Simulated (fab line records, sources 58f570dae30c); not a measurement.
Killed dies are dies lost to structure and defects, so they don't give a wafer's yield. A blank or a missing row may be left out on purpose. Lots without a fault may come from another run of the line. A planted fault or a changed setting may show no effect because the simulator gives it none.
fab line records | flow berkeley_cmos170
record lots=5 wafers=15 last_day=11
route steps=331 shown NLDD@161 SPACER@171 PSD@175 NSD@187
lots that met no fault: from a run of the same line without faults
start_h: hours from the record's first day to the start of the lot's first wafer shown | wait_h: hours since the lot's step before | " the same as in the row above | L1.1+2: a row that stands for several wafers | - no value, or no start given | * or withheld: withheld | < > ~ a bound
route shown NAME@n: a module of which the file shows steps, and the number in the route of the first | usual: mean/standard deviation of fault-free wafers | same: alike in all rows | chamber/n: place in a boat | sites: the reading at each site | _std_site: their standard deviation | _edge_site: outer sites' mean less inner sites' | radius_mm: how far each site lies from the wafer's centre | mask NAME#n: copy n | behind: the tool/chamber that last shaped the wafer | hold: why the lot was held/for how many hours/how that ended | device: the transistor (n, p or np) that didn't switch | end of line: the same wafers' tests at the end of the route | a step without rows: its recipe alone | killed: dies lost to structure and defects at the first sort, not the wafer's yield | map: a wafer's dies, x killed, . not, _ none there
set.NAME: the setting as run; set.NAME@STEP: as run at that earlier step | model.NAME: the simulator's own value behind a step, which no gauge read
lots at some steps of the route; a table a step, a row a wafer
services: from which hour (start_h, from the record's first day; less than 0 if before it) a tool's chamber was out of use, for how many hours, and why
## steps
# step UCB170_NLDD_EXPOSE_03
# recipe mask_id=NSELECT na=0.5 sigma_outer=0.6 source_shape=conventional target_cd_nm=1200 dose_mj=30
# usual focus_offset_nm=0.0/0.44
# same sigma_outer=0.6
# columns lot.wafer tool chamber start_h wait_h mask focus_offset_nm
L076.1 krf_scanner-01 0 122.94 0.1 NSELECT#0 0.6
L076.4 " 0 " " NSELECT#0 0.0
L076.6 " 0 " " NSELECT#0 0.4
L077.1 krf_scanner-01 0 138.04 0.1 NSELECT#0 0.8
L077.3 " 0 " " NSELECT#0 0.2
L077.5 " 0 " " NSELECT#0 0.1
L089.4 krf_scanner-02 0 193.62 0.2 NSELECT#0 0.2
L089.5 " 0 " " NSELECT#0 0.1
L089.6 " 0 " " NSELECT#0 -0.1
L087.2 krf_scanner-02 0 194.07 0.3 NSELECT#0 -0.7
L087.5 " 0 " " NSELECT#0 -0.3
L087.6 " 0 " " NSELECT#0 0.4
L093.1 krf_scanner-01 0 228.73 0.1 NSELECT#0 -0.2
L093.4 " 0 " " NSELECT#0 0.0
L093.5 " 0 " " NSELECT#0 0.3
# step UCB170_NLDD_PEB_04
# recipe peb_temp_c=130 peb_time_s=withheld resist=KrF
# usual chill_plate_temp_C=23.00/0.11
# columns lot.wafer tool chamber start_h wait_h chill_plate_temp_C
L076.1 litho_track-04 0 123.21 0.3 22.96
L076.4 " 0 " " 23.04
L076.6 " 0 " " 23.08
L077.1 litho_track-04 0 138.49 0.4 23.09
L077.3 " 0 " " 22.95
L077.5 " 0 " " 22.93
L089.4 litho_track-04 0 193.95 0.3 22.85
L089.5 " 0 " " 22.93
L089.6 " 0 " " 22.96
L087.2 litho_track-04 0 194.62 0.5 23.00
L087.5 " 0 " " 23.12
L087.6 " 0 " " 22.94
L093.1 litho_track-02 0 228.84 0.1 23.01
L093.4 " 0 " " 22.95
L093.5 " 0 " " 23.07
# step UCB170_NLDD_DEVELOP_05
# recipe developer=TMAH develop_time_s=45 resist=KrF dev_temp_c=21
# usual chill_plate_temp_C=23.03/0.097
# columns lot.wafer tool chamber start_h wait_h chill_plate_temp_C
L076.1 litho_track-04 0 - - 22.90
L076.4 " 0 " " 22.94
L076.6 " 0 " " 22.96
L077.1 litho_track-04 0 - - 23.08
L077.3 " 0 " " 23.00
L077.5 " 0 " " 23.13
L089.4 litho_track-04 0 - - 22.95
L089.5 " 0 " " 22.92
L089.6 " 0 " " 23.08
L087.2 litho_track-04 0 - - 23.07
L087.5 " 0 " " 23.05
L087.6 " 0 " " 23.02
L093.1 litho_track-02 0 - - 23.12
L093.4 " 0 " " 23.05
L093.5 " 0 " " 23.20
# step UCB170_NLDD_CD_MEAS_06
# recipe target_cd_nm=1200
# usual cd_nm=1200.0/1.2
# columns lot.wafer tool chamber start_h wait_h cd_nm
L076.1 cd_sem-01 - 123.49 - 1200.3
L076.4 " - " " 1200.1
L076.6 " - " " 1199.3
L077.1 cd_sem-01 - 138.77 - 1200.8
L077.3 " - " " 1199.4
L077.5 " - " " 1202.5
L089.4 cd_sem-01 - 194.21 - 1199.7
L089.5 " - " " 1201.3
L089.6 " - " " 1200.1
L087.2 cd_sem-02 - 194.89 - 1200.9
L087.5 " - " " 1200.7
L087.6 " - " " 1201.3
L093.1 cd_sem-02 - 229.12 - 1199.2
L093.4 " - " " 1200.9
L093.5 " - " " 1199.8
# step UCB170_NLDD_OVL_MEAS_07
# usual NLDD_OVL=-3/5.1
# columns lot.wafer tool chamber start_h wait_h NLDD_OVL[nm]
L076.1 overlay-02 - 123.61 0.1 4
L076.4 " - " " 5
L076.6 " - " " -7
L077.1 overlay-02 - 138.89 0.1 6
L077.3 " - " " 4
L077.5 " - " " 3
L089.4 overlay-02 - 194.28 0.1 -4
L089.5 " - " " -5
L089.6 " - " " -6
L087.2 overlay-02 - 195.00 0.1 -4
L087.5 " - " " -9
L087.6 " - " " -8
L093.1 overlay-01 - 229.24 0.1 0
L093.4 " - " " 5
L093.5 " - " " 10
# step UCB170_NLDD_IMPLANT_08
# recipe species=As dose_cm2=5e+13 energy_kev=30 tilt_deg=7 rotation_deg=0
# usual dose_ions_cm2=5.001e+13/5.3e+10 tilt_deg=6.998/0.021
# columns lot.wafer tool chamber start_h wait_h dose_ions_cm2 tilt_deg
L076.1 implanter-01 0 123.64 0.0 5.001e+13 6.999
L076.4 " 0 " " 4.996e+13 6.996
L076.6 " 0 " " 4.999e+13 7.014
L077.1 implanter-04 0 138.92 0.0 4.992e+13 7.009
L077.3 " 0 " " 4.992e+13 7.026
L077.5 " 0 " " 4.994e+13 7.027
L089.4 implanter-03 0 194.38 0.1 5.007e+13 6.994
L089.5 " 0 " " 5.007e+13 6.980
L089.6 " 0 " " 5.006e+13 6.990
L087.2 implanter-03 0 195.05 0.0 4.996e+13 6.980
L087.5 " 0 " " 4.997e+13 6.970
L087.6 " 0 " " 5e+13 6.963
L093.1 implanter-03 0 229.28 0.0 4.997e+13 7.014
L093.4 " 0 " " 5.007e+13 6.979
L093.5 " 0 " " 4.995e+13 6.995
# step UCB170_NLDD_IMPLANT_09
# recipe species=As dose_cm2=5e+13 energy_kev=30 tilt_deg=7 rotation_deg=180
# usual dose_ions_cm2=5.001e+13/5.5e+10 tilt_deg=7.001/0.022
# columns lot.wafer tool chamber start_h wait_h dose_ions_cm2 tilt_deg
L076.1 implanter-01 0 123.79 0.1 4.997e+13 7.000
L076.4 " 0 " " 5.005e+13 6.985
L076.6 " 0 " " 5.009e+13 7.013
L077.1 implanter-04 0 139.07 0.1 4.988e+13 6.988
L077.3 " 0 " " 4.998e+13 7.001
L077.5 " 0 " " 4.992e+13 7.010
L089.4 implanter-03 0 194.53 0.1 5.012e+13 6.990
L089.5 " 0 " " 4.995e+13 7.006
L089.6 " 0 " " 5.002e+13 6.987
L087.2 implanter-03 0 195.20 0.1 5.008e+13 7.026
L087.5 " 0 " " 4.999e+13 6.995
L087.6 " 0 " " 5.005e+13 7.022
L093.1 implanter-03 0 229.43 0.1 4.995e+13 7.020
L093.4 " 0 " " 4.996e+13 7.033
L093.5 " 0 " " 4.999e+13 7.028
# step UCB170_NLDD_STRIP_10
# recipe chemistry=O2 power_w=400 pressure_mtorr=3500 platen_temp_c=withheld o2_flow_sccm=400 overash_fraction=0.5
# usual drypump_motor_current_A=5.6/0.35 oes_product_au=0.735/0.0046 strip_time_to_endpoint_s=21.61/0.063
# columns lot.wafer tool chamber start_h wait_h drypump_motor_current_A oes_product_au rf_hours_counter_h strip_time_to_endpoint_s
L076.1 plasma_asher-03 1 123.94 0.1 5.5 0.736 35 21.66
L076.4 " 0 " " 5.6 0.740 - 21.70
L076.6 " 0 " " 5.6 0.735 - 21.63
L077.1 plasma_asher-04 1 139.22 0.1 5.5 0.731 39 21.61
L077.3 " 1 " " 5.5 0.742 - 21.62
L077.5 " 0 " " 5.4 0.738 - 21.63
L089.4 plasma_asher-04 1 194.64 0.1 5.5 0.739 - 21.67
L089.5 " 1 " " 5.5 0.742 - 21.73
L089.6 " 0 " " 5.3 0.731 - 21.68
L087.2 plasma_asher-03 1 195.33 0.1 5.5 0.739 43 21.65
L087.5 " 0 " " 5.6 0.736 - 21.71
L087.6 " 1 " " 5.6 0.732 - 21.70
L093.1 plasma_asher-02 0 229.58 0.1 6.5 0.739 60 21.52
L093.4 " 1 " " 5.8 0.737 - 21.58
L093.5 " 0 " " 6.5 0.741 - 21.60
# step UCB170_NLDD_TW_MEAS_11
# usual NLDD_TW=2213/11
# columns lot.wafer tool chamber start_h wait_h NLDD_TW
L076.1 film_metro-04 - 124.04 0.1 2203
L076.4 " - " " 2208
L076.6 " - " " 2195
L077.1 film_metro-04 - 139.32 0.1 2201
L077.3 " - " " 2210
L077.5 " - " " 2205
L089.4 film_metro-01 - 194.73 0.1 2193
L089.5 " - " " 2205
L089.6 " - " " 2195
L087.2 film_metro-01 - 195.44 0.1 2204
L087.5 " - " " 2206
L087.6 " - " " 2199
L093.1 film_metro-04 - 229.68 0.1 2189
L093.4 " - " " 2192
L093.5 " - " " 2204
# step UCB170_NLDD_CLEAN_12
# recipe chemistry=SPM temp_c=120 time_s=600
# same time_s=600
# columns lot.wafer tool chamber start_h wait_h
L076.1+4+6 wet_bench-02 2 124.10 0.1
L077.1+3+5 wet_bench-01 2 139.38 0.1
L089.4+5+6 wet_bench-02 2 194.76 0.0
L087.2+5+6 wet_bench-02 1 195.49 0.0
L093.1+4+5 wet_bench-01 0 229.74 0.1
# step UCB170_SPACER_CVD_00
# recipe material=SiO2 target_thk_nm=376 temp_c=390 precursor=TEOS/O2 time_s=47 rf_w=550 pressure_mtorr=9000
# usual heater_power_w=260/54
# same time_s=47
# columns lot.wafer tool chamber start_h wait_h heater_power_w
L076.1 pecvd-02 0 124.28 0.0 138
L076.4 " 1 " " 317
L076.6 " 0 " " 160
L077.1 pecvd-01 1 139.58 0.0 307
L077.3 " 0 " " 261
L077.5 " 1 " " 315
L089.4 pecvd-04 0 194.99 0.0 236
L089.5 " 2 " " 229
L089.6 " 1 " " 168
L087.2 pecvd-01 2 195.70 0.0 322
L087.5 " 0 " " 250
L087.6 " 2 " " 228
L093.1 pecvd-01 1 229.91 0.0 332
L093.4 " 1 " " 343
L093.5 " 2 " " 272
# step UCB170_SPACER_THK_MEAS_01
# recipe reads=SiO2_of_SPACER_CVD_00
# usual SPACER_TEOS_THK=378/4.8
# columns lot.wafer tool chamber start_h wait_h SPACER_TEOS_THK[nm]
L076.1 film_metro-02 - 124.32 0.0 371
L076.4 " - " " 376
L076.6 " - " " 381
L077.1 film_metro-01 - 139.62 0.0 370
L077.3 " - " " 381
L077.5 " - " " 377
L089.4 film_metro-02 - 195.04 0.0 381
L089.5 " - " " 380
L089.6 " - " " 385
L087.2 film_metro-02 - 195.75 0.0 375
L087.5 " - " " 388
L087.6 " - " " 379
L093.1 film_metro-01 - 229.95 0.0 370
L093.4 " - " " 376
L093.5 " - " " 374
# step UCB170_SPACER_ANNEAL_02
# recipe temp_c=900 time_s=1800 ambient=N2
# same time_s=1800
# columns lot.wafer tool chamber start_h wait_h
L076.1+4+6 furnace-01 0 126.66 2.3
L077.1+3+5 furnace-04 0 143.88 4.3
L087.2+5+6 furnace-01 0 197.19 1.4
L089.4+5+6 furnace-01 0 197.19 2.1
L093.1+4+5 furnace-01 0 234.36 4.4
# step UCB170_SPACER_ETCHBACK_03
# recipe stop_on=Si target=SiO2 chemistry=CHF3/CF4/Ar CHF3_flow_sccm=50 cf4_flow_sccm=10 Ar_flow_sccm=120 pressure_mtorr=200 rf_w=500 target_depth_a=3760 time_s=100
# usual drypump_motor_current_A=5.9/0.53 oes_product_au=0.902/0.013 throttle_valve_pct=6.48/0.13
# same time_s=100
# columns lot.wafer tool chamber start_h wait_h drypump_motor_current_A oes_product_au rf_hours_counter_h throttle_valve_pct
L076.1 rie_diel-03 2 128.16 0.0 5.2 0.876 0 6.62
L076.4 " 1 " " 6.1 0.905 71 6.39
L076.6 " 2 " " 5.2 0.900 - 6.66
L077.1 rie_diel-04 3 145.38 0.0 5.9 0.881 1 6.45
L077.3 " 0 " " 6.4 0.914 31 6.71
L077.5 " 3 " " 5.9 0.885 - 6.44
L087.2 rie_diel-04 2 198.69 0.0 4.8 0.890 4 6.42
L087.5 " 0 " " 6.4 0.928 - 6.73
L087.6 " 3 " " 5.9 0.894 - 6.44
L089.4 rie_diel-03 0 198.69 0.0 6.3 0.907 126 6.53
L089.5 " 0 " " 6.3 0.913 - 6.54
L089.6 " 1 " " 6.1 0.914 - 6.40
L093.1 rie_diel-01 1 235.86 0.0 6.2 0.881 13 6.35
L093.4 " 2 " " 6.7 0.898 2 6.43
L093.5 " 3 " " 5.4 0.916 - 6.56
# step UCB170_PSD_HMDS_00
# recipe prime_time_s=60 prime_temp_c=100
# usual chill_plate_temp_C=22.99/0.13
# columns lot.wafer tool chamber start_h wait_h chill_plate_temp_C
L076.1 litho_track-01 0 128.24 0.0 22.93
L076.4 " 0 " " 22.90
L076.6 " 0 " " 22.80
L077.1 litho_track-02 0 145.69 0.3 22.80
L077.3 " 0 " " 22.77
L077.5 " 0 " " 22.83
L089.4 litho_track-04 0 198.84 0.1 23.16
L089.5 " 0 " " 23.08
L089.6 " 0 " " 22.97
L087.2 litho_track-02 0 198.98 0.2 22.97
L087.5 " 0 " " 22.93
L087.6 " 0 " " 22.96
L093.1 litho_track-04 0 235.93 0.0 22.95
L093.4 " 0 " " 22.95
L093.5 " 0 " " 23.07
# step UCB170_PSD_COAT_01
# recipe resist=KrF spin_rpm=1500 resist_thk_nm=900
# usual chill_plate_temp_C=23.00/0.1
# columns lot.wafer tool chamber start_h wait_h chill_plate_temp_C
L076.1 litho_track-01 0 128.39 0.1 23.08
L076.4 " 0 " " 23.01
L076.6 " 0 " " 22.98
L077.1 litho_track-02 0 145.84 0.1 23.00
L077.3 " 0 " " 22.89
L077.5 " 0 " " 22.88
L089.4 litho_track-04 0 198.99 0.1 23.10
L089.5 " 0 " " 23.02
L089.6 " 0 " " 23.17
L087.2 litho_track-02 0 199.13 0.1 22.97
L087.5 " 0 " " 23.03
L087.6 " 0 " " 22.79
L093.1 litho_track-04 0 236.08 0.1 23.04
L093.4 " 0 " " 23.07
L093.5 " 0 " " 22.95
# step UCB170_PSD_SOFTBAKE_02
# recipe resist=KrF temp_c=130 time_s=60
# usual chill_plate_temp_C=23.01/0.11
# same time_s=60
# columns lot.wafer tool chamber start_h wait_h chill_plate_temp_C
L076.1 litho_track-01 0 128.54 0.1 22.95
L076.4 " 0 " " 23.08
L076.6 " 0 " " 23.09
L077.1 litho_track-02 0 145.99 0.1 23.16
L077.3 " 0 " " 22.94
L077.5 " 0 " " 23.13
L089.4 litho_track-04 0 199.14 0.1 22.88
L089.5 " 0 " " 22.96
L089.6 " 0 " " 22.88
L087.2 litho_track-02 0 199.28 0.1 23.27
L087.5 " 0 " " 23.06
L087.6 " 0 " " 23.07
L093.1 litho_track-04 0 236.23 0.1 23.10
L093.4 " 0 " " 23.07
L093.5 " 0 " " 23.12
# step UCB170_PSD_EXPOSE_03
# recipe mask_id=PSELECT_MOD na=0.5 sigma_outer=0.6 source_shape=conventional target_cd_nm=1200 dose_mj=30
# usual focus_offset_nm=0.0/0.51
# same sigma_outer=0.6
# columns lot.wafer tool chamber start_h wait_h mask focus_offset_nm
L076.1 krf_scanner-01 0 128.93 0.4 PSELECT_MOD#0 0.7
L076.4 " 0 " " PSELECT_MOD#0 0.7
L076.6 " 0 " " PSELECT_MOD#0 0.0
L077.1 krf_scanner-01 0 146.14 0.1 PSELECT_MOD#0 0.6
L077.3 " 0 " " PSELECT_MOD#0 -0.2
L077.5 " 0 " " PSELECT_MOD#0 -0.3
L089.4 krf_scanner-02 0 199.40 0.2 PSELECT_MOD#0 -1.0
L089.5 " 0 " " PSELECT_MOD#0 0.3
L089.6 " 0 " " PSELECT_MOD#0 0.7
L087.2 krf_scanner-02 0 199.47 0.2 PSELECT_MOD#0 -0.2
L087.5 " 0 " " PSELECT_MOD#0 -0.5
L087.6 " 0 " " PSELECT_MOD#0 0.6
L093.1 krf_scanner-02 0 236.75 0.5 PSELECT_MOD#0 0.1
L093.4 " 0 " " PSELECT_MOD#0 0.4
L093.5 " 0 " " PSELECT_MOD#0 0.2
# step UCB170_PSD_PEB_04
# recipe peb_temp_c=130 peb_time_s=withheld resist=KrF
# usual chill_plate_temp_C=22.99/0.11
# columns lot.wafer tool chamber start_h wait_h chill_plate_temp_C
L076.1 litho_track-02 0 129.04 0.1 22.85
L076.4 " 0 " " 22.87
L076.6 " 0 " " 22.81
L077.1 litho_track-02 0 146.42 0.3 23.20
L077.3 " 0 " " 23.12
L077.5 " 0 " " 23.05
L089.4 litho_track-01 0 199.62 0.2 23.00
L089.5 " 0 " " 22.76
L089.6 " 0 " " 22.83
L087.2 litho_track-02 0 199.70 0.2 22.97
L087.5 " 0 " " 23.05
L087.6 " 0 " " 23.00
L093.1 litho_track-02 0 236.90 0.1 22.98
L093.4 " 0 " " 22.76
L093.5 " 0 " " 22.84
# step UCB170_PSD_DEVELOP_05
# recipe developer=TMAH develop_time_s=45 resist=KrF dev_temp_c=21
# usual chill_plate_temp_C=23.00/0.1
# columns lot.wafer tool chamber start_h wait_h chill_plate_temp_C
L076.1 litho_track-02 0 - - 22.90
L076.4 " 0 " " 22.79
L076.6 " 0 " " 22.86
L077.1 litho_track-02 0 - - 22.94
L077.3 " 0 " " 22.86
L077.5 " 0 " " 22.90
L089.4 litho_track-01 0 - - 23.06
L089.5 " 0 " " 22.95
L089.6 " 0 " " 22.88
L087.2 litho_track-02 0 - - 22.85
L087.5 " 0 " " 22.87
L087.6 " 0 " " 22.87
L093.1 litho_track-02 0 - - 23.12
L093.4 " 0 " " 23.10
L093.5 " 0 " " 23.04
# step UCB170_PSD_CD_MEAS_06
# recipe target_cd_nm=1200
# usual cd_nm=1199.6/1.8
# columns lot.wafer tool chamber start_h wait_h cd_nm
L076.1 cd_sem-01 - 129.32 - 1197.5
L076.4 " - " " 1194.7
L076.6 " - " " 1197.8
L077.1 cd_sem-01 - 146.69 - 1200.1
L077.3 " - " " 1198.8
L077.5 " - " " 1200.1
L089.4 cd_sem-01 - 199.88 - 1199.7
L089.5 " - " " 1199.3
L089.6 " - " " 1199.5
L087.2 cd_sem-02 - 199.97 - 1202.3
L087.5 " - " " 1201.3
L087.6 " - " " 1201.6
L093.1 cd_sem-02 - 237.17 - 1197.7
L093.4 " - " " 1199.2
L093.5 " - " " 1198.8
# step UCB170_PSD_OVL_MEAS_07
# usual PSD_OVL=-2/5.2
# columns lot.wafer tool chamber start_h wait_h PSD_OVL[nm]
L076.1 overlay-02 - 129.44 0.1 -8
L076.4 " - " " -12
L076.6 " - " " -6
L077.1 overlay-02 - 146.81 0.1 -12
L077.3 " - " " -3
L077.5 " - " " -3
L089.4 overlay-01 - 199.96 0.1 2
L089.5 " - " " 8
L089.6 " - " " 2
L087.2 overlay-01 - 200.08 0.1 6
L087.5 " - " " 1
L087.6 " - " " 4
L093.1 overlay-01 - 237.29 0.1 0
L093.4 " - " " 15
L093.5 " - " " -5
# step UCB170_PSD_IMPLANT_08
# recipe species=B dose_cm2=3e+15 energy_kev=20 tilt_deg=7
# usual dose_ions_cm2=3.001e+15/3.3e+12 tilt_deg=7.006/0.018
# columns lot.wafer tool chamber start_h wait_h dose_ions_cm2 tilt_deg
L076.1 implanter-02 0 129.48 0.0 3.001e+15 6.989
L076.4 " 0 " " 3.001e+15 6.962
L076.6 " 0 " " 3.004e+15 7.003
L077.1 implanter-01 0 146.85 0.0 3.002e+15 6.986
L077.3 " 0 " " 3.003e+15 7.002
L077.5 " 0 " " 2.999e+15 7.027
L089.4 implanter-01 0 200.05 0.1 3.002e+15 7.010
L089.5 " 0 " " 3.009e+15 6.978
L089.6 " 0 " " 3.002e+15 7.003
L087.2 implanter-02 0 200.13 0.0 2.995e+15 7.023
L087.5 " 0 " " 3.004e+15 7.027
L087.6 " 0 " " 3.001e+15 6.980
L093.1 implanter-02 0 237.33 0.0 2.998e+15 7.036
L093.4 " 0 " " 3.001e+15 7.011
L093.5 " 0 " " 2.999e+15 6.990
# step UCB170_PSD_STRIP_09
# recipe chemistry=O2 power_w=400 pressure_mtorr=3500 platen_temp_c=withheld o2_flow_sccm=400 overash_fraction=0.5
# usual drypump_motor_current_A=5.6/0.42 oes_product_au=0.600/0.0049 strip_time_to_endpoint_s=29.37/0.074
# columns lot.wafer tool chamber start_h wait_h drypump_motor_current_A oes_product_au rf_hours_counter_h strip_time_to_endpoint_s
L076.1 plasma_asher-02 0 129.63 0.1 6.5 0.599 49 29.35
L076.4 " 1 " " 5.8 0.602 - 29.57
L076.6 " 0 " " 6.5 0.603 - 29.42
L077.1 plasma_asher-01 0 147.00 0.1 5.5 0.603 3 29.46
L077.3 " 0 " " 5.5 0.603 - 29.49
L077.5 " 0 " " 5.5 0.598 - 29.48
L089.4 plasma_asher-02 0 200.16 0.1 6.5 0.602 - 29.43
L089.5 " 1 " " 5.8 0.605 - 29.46
L089.6 " 0 " " 6.5 0.595 - 29.43
L087.2 plasma_asher-04 0 200.26 0.1 5.4 0.600 45 29.44
L087.5 " 0 " " 5.4 0.604 - 29.39
L087.6 " 1 " " 5.5 0.592 - 29.28
L093.1 plasma_asher-04 1 237.48 0.1 5.4 0.599 49 29.46
L093.4 " 0 " " 5.4 0.595 - 29.32
L093.5 " 1 " " 5.5 0.593 - 29.39
# step UCB170_PSD_TW_MEAS_10
# usual PSD_TW=2322/14
# columns lot.wafer tool chamber start_h wait_h PSD_TW
L076.1 film_metro-03 - 129.73 0.1 2342
L076.4 " - " " 2326
L076.6 " - " " 2339
L077.1 film_metro-03 - 147.10 0.1 2345
L077.3 " - " " 2345
L077.5 " - " " 2365
L089.4 film_metro-04 - 200.26 0.1 2315
L089.5 " - " " 2316
L089.6 " - " " 2308
L087.2 film_metro-04 - 200.37 0.1 2315
L087.5 " - " " 2313
L087.6 " - " " 2312
L093.1 film_metro-01 - 237.58 0.1 2331
L093.4 " - " " 2308
L093.5 " - " " 2322
# step UCB170_PSD_CLEAN_11
# recipe chemistry=SPM temp_c=120 time_s=600
# same time_s=600
# columns lot.wafer tool chamber start_h wait_h
L076.1+4+6 wet_bench-03 0 129.84 0.1
L077.1+3+5 wet_bench-03 2 147.16 0.1
L089.4+5+6 wet_bench-03 3 200.32 0.1
L087.2+5+6 wet_bench-04 1 203.02 2.6
L093.1+4+5 wet_bench-03 2 237.64 0.1
# step UCB170_NSD_HMDS_00
# recipe prime_time_s=60 prime_temp_c=100
# usual chill_plate_temp_C=23.00/0.11
# columns lot.wafer tool chamber start_h wait_h chill_plate_temp_C
L076.1 litho_track-02 0 130.10 0.1 22.80
L076.4 " 0 " " 22.88
L076.6 " 0 " " 22.97
L077.1 litho_track-01 0 147.33 0.0 22.86
L077.3 " 0 " " 22.89
L077.5 " 0 " " 23.05
L089.4 litho_track-02 0 200.57 0.1 23.09
L089.5 " 0 " " 22.99
L089.6 " 0 " " 23.06
L087.2 litho_track-01 0 203.23 0.0 23.03
L087.5 " 0 " " 22.99
L087.6 " 0 " " 23.00
L093.1 litho_track-02 0 237.87 0.1 23.16
L093.4 " 0 " " 23.13
L093.5 " 0 " " 23.22
# step UCB170_NSD_COAT_01
# recipe resist=KrF spin_rpm=1500 resist_thk_nm=900
# usual chill_plate_temp_C=22.99/0.09
# columns lot.wafer tool chamber start_h wait_h chill_plate_temp_C
L076.1 litho_track-02 0 130.25 0.1 23.02
L076.4 " 0 " " 22.97
L076.6 " 0 " " 23.04
L077.1 litho_track-01 0 147.48 0.1 22.99
L077.3 " 0 " " 22.87
L077.5 " 0 " " 23.09
L089.4 litho_track-02 0 200.72 0.1 22.95
L089.5 " 0 " " 22.95
L089.6 " 0 " " 22.96
L087.2 litho_track-01 0 203.38 0.1 22.98
L087.5 " 0 " " 22.96
L087.6 " 0 " " 22.85
L093.1 litho_track-02 0 238.02 0.1 23.00
L093.4 " 0 " " 22.96
L093.5 " 0 " " 22.95
# step UCB170_NSD_SOFTBAKE_02
# recipe resist=KrF temp_c=130 time_s=60
# usual chill_plate_temp_C=23.00/0.14
# same time_s=60
# columns lot.wafer tool chamber start_h wait_h chill_plate_temp_C
L076.1 litho_track-02 0 130.40 0.1 22.96
L076.4 " 0 " " 22.91
L076.6 " 0 " " 23.08
L077.1 litho_track-01 0 147.63 0.1 23.07
L077.3 " 0 " " 23.17
L077.5 " 0 " " 23.14
L089.4 litho_track-02 0 200.87 0.1 22.68
L089.5 " 0 " " 22.83
L089.6 " 0 " " 22.71
L087.2 litho_track-01 0 203.53 0.1 22.95
L087.5 " 0 " " 23.02
L087.6 " 0 " " 22.88
L093.1 litho_track-02 0 238.17 0.1 23.31
L093.4 " 0 " " 23.15
L093.5 " 0 " " 23.07
# step UCB170_NSD_EXPOSE_03
# recipe mask_id=NSELECT_MOD na=0.5 sigma_outer=0.6 source_shape=conventional target_cd_nm=1200 dose_mj=30
# usual focus_offset_nm=0.1/0.5
# same sigma_outer=0.6
# columns lot.wafer tool chamber start_h wait_h mask focus_offset_nm
L076.1 krf_scanner-02 0 130.68 0.2 NSELECT_MOD#0 0.1
L076.4 " 0 " " NSELECT_MOD#0 0.3
L076.6 " 0 " " NSELECT_MOD#0 0.0
L077.1 krf_scanner-01 0 147.78 0.1 NSELECT_MOD#0 0.1
L077.3 " 0 " " NSELECT_MOD#0 0.2
L077.5 " 0 " " NSELECT_MOD#0 1.4
L089.4 krf_scanner-02 0 201.13 0.2 NSELECT_MOD#0 0.1
L089.5 " 0 " " NSELECT_MOD#0 0.5
L089.6 " 0 " " NSELECT_MOD#0 -0.1
L087.2 krf_scanner-02 0 203.68 0.1 NSELECT_MOD#0 0.4
L087.5 " 0 " " NSELECT_MOD#0 0.1
L087.6 " 0 " " NSELECT_MOD#0 0.3
L093.1 krf_scanner-02 0 238.56 0.4 NSELECT_MOD#0 -0.3
L093.4 " 0 " " NSELECT_MOD#0 0.4
L093.5 " 0 " " NSELECT_MOD#0 -0.1
# step UCB170_NSD_PEB_04
# recipe peb_temp_c=130 peb_time_s=withheld resist=KrF
# usual chill_plate_temp_C=23.00/0.095
# columns lot.wafer tool chamber start_h wait_h chill_plate_temp_C
L076.1 litho_track-02 0 131.00 0.3 23.11
L076.4 " 0 " " 22.91
L076.6 " 0 " " 23.00
L077.1 litho_track-02 0 148.01 0.2 22.97
L077.3 " 0 " " 22.97
L077.5 " 0 " " 23.03
L089.4 litho_track-02 0 201.26 0.1 22.92
L089.5 " 0 " " 22.90
L089.6 " 0 " " 23.03
L087.2 litho_track-03 0 203.87 0.2 23.00
L087.5 " 0 " " 22.91
L087.6 " 0 " " 23.02
L093.1 litho_track-02 0 238.77 0.2 23.17
L093.4 " 0 " " 23.11
L093.5 " 0 " " 23.23
# step UCB170_NSD_DEVELOP_05
# recipe developer=TMAH develop_time_s=45 resist=KrF dev_temp_c=21
# usual chill_plate_temp_C=23.00/0.12
# columns lot.wafer tool chamber start_h wait_h chill_plate_temp_C
L076.1 litho_track-02 0 - - 23.01
L076.4 " 0 " " 22.89
L076.6 " 0 " " 22.96
L077.1 litho_track-02 0 - - 23.11
L077.3 " 0 " " 23.12
L077.5 " 0 " " 23.11
L089.4 litho_track-02 0 - - 23.11
L089.5 " 0 " " 23.03
L089.6 " 0 " " 22.84
L087.2 litho_track-03 0 - - 22.88
L087.5 " 0 " " 22.92
L087.6 " 0 " " 23.02
L093.1 litho_track-02 0 - - 23.00
L093.4 " 0 " " 22.98
L093.5 " 0 " " 23.00
# step UCB170_NSD_CD_MEAS_06
# recipe target_cd_nm=1200
# usual cd_nm=1200.3/1.5
# columns lot.wafer tool chamber start_h wait_h cd_nm
L076.1 cd_sem-01 - 131.28 - 1201.1
L076.4 " - " " 1201.5
L076.6 " - " " 1200.1
L077.1 cd_sem-01 - 148.28 - 1199.4
L077.3 " - " " 1199.8
L077.5 " - " " 1199.0
L089.4 cd_sem-02 - 201.52 - 1199.6
L089.5 " - " " 1200.3
L089.6 " - " " 1198.8
L087.2 cd_sem-02 - 204.14 - 1202.1
L087.5 " - " " 1201.7
L087.6 " - " " 1202.2
L093.1 cd_sem-02 - 239.05 - 1200.6
L093.4 " - " " 1198.5
L093.5 " - " " 1198.4
# step UCB170_NSD_OVL_MEAS_07
# usual NSD_OVL=-1/6.1
# columns lot.wafer tool chamber start_h wait_h NSD_OVL[nm]
L076.1 overlay-02 - 131.40 0.1 1
L076.4 " - " " -3
L076.6 " - " " -6
L077.1 overlay-02 - 148.40 0.1 5
L077.3 " - " " 8
L077.5 " - " " 9
L089.4 overlay-01 - 201.60 0.1 -9
L089.5 " - " " -4
L089.6 " - " " -12
L087.2 overlay-01 - 204.25 0.1 3
L087.5 " - " " 2
L087.6 " - " " -1
L093.1 overlay-02 - 239.17 0.1 -6
L093.4 " - " " -4
L093.5 " - " " -3
## services
# columns tool chamber start_h hours kind
krf_scanner-02 - 103.94 0.8 repair
plasma_asher-01 - 108.75 9.0 pm
rie_diel-04 2 112.64 2.5 repair
krf_scanner-01 - 117.50 1.0 pm
implanter-04 - 120.32 3.9 repair
implanter-03 - 122.98 1.6 repair
krf_scanner-01 - 125.29 0.8 pm
rie_diel-03 - 130.47 2.8 pm
pecvd-04 - 135.50 14.0 pm
pecvd-04 - 138.47 1.4 repair
rie_diel-04 2 142.40 5.3 repair
rie_diel-03 2 149.59 6.0 repair
rie_diel-04 - 149.81 0.8 repair
implanter-03 - 169.91 5.6 repair
furnace-01 - 175.10 3.9 pm
krf_scanner-02 - 188.78 1.0 pm
pecvd-01 - 204.21 1.2 repair
pecvd-01 2 204.37 10.6 repair
krf_scanner-02 - 216.94 0.8 pm
rie_diel-03 1 219.76 10.5 repair
krf_scanner-01 - 223.20 1.3 pm
rie_diel-04 2 223.90 8.4 repair
implanter-01 - 228.76 2.7 repair
implanter-04 - 233.77 2.5 repair
## key
fault none
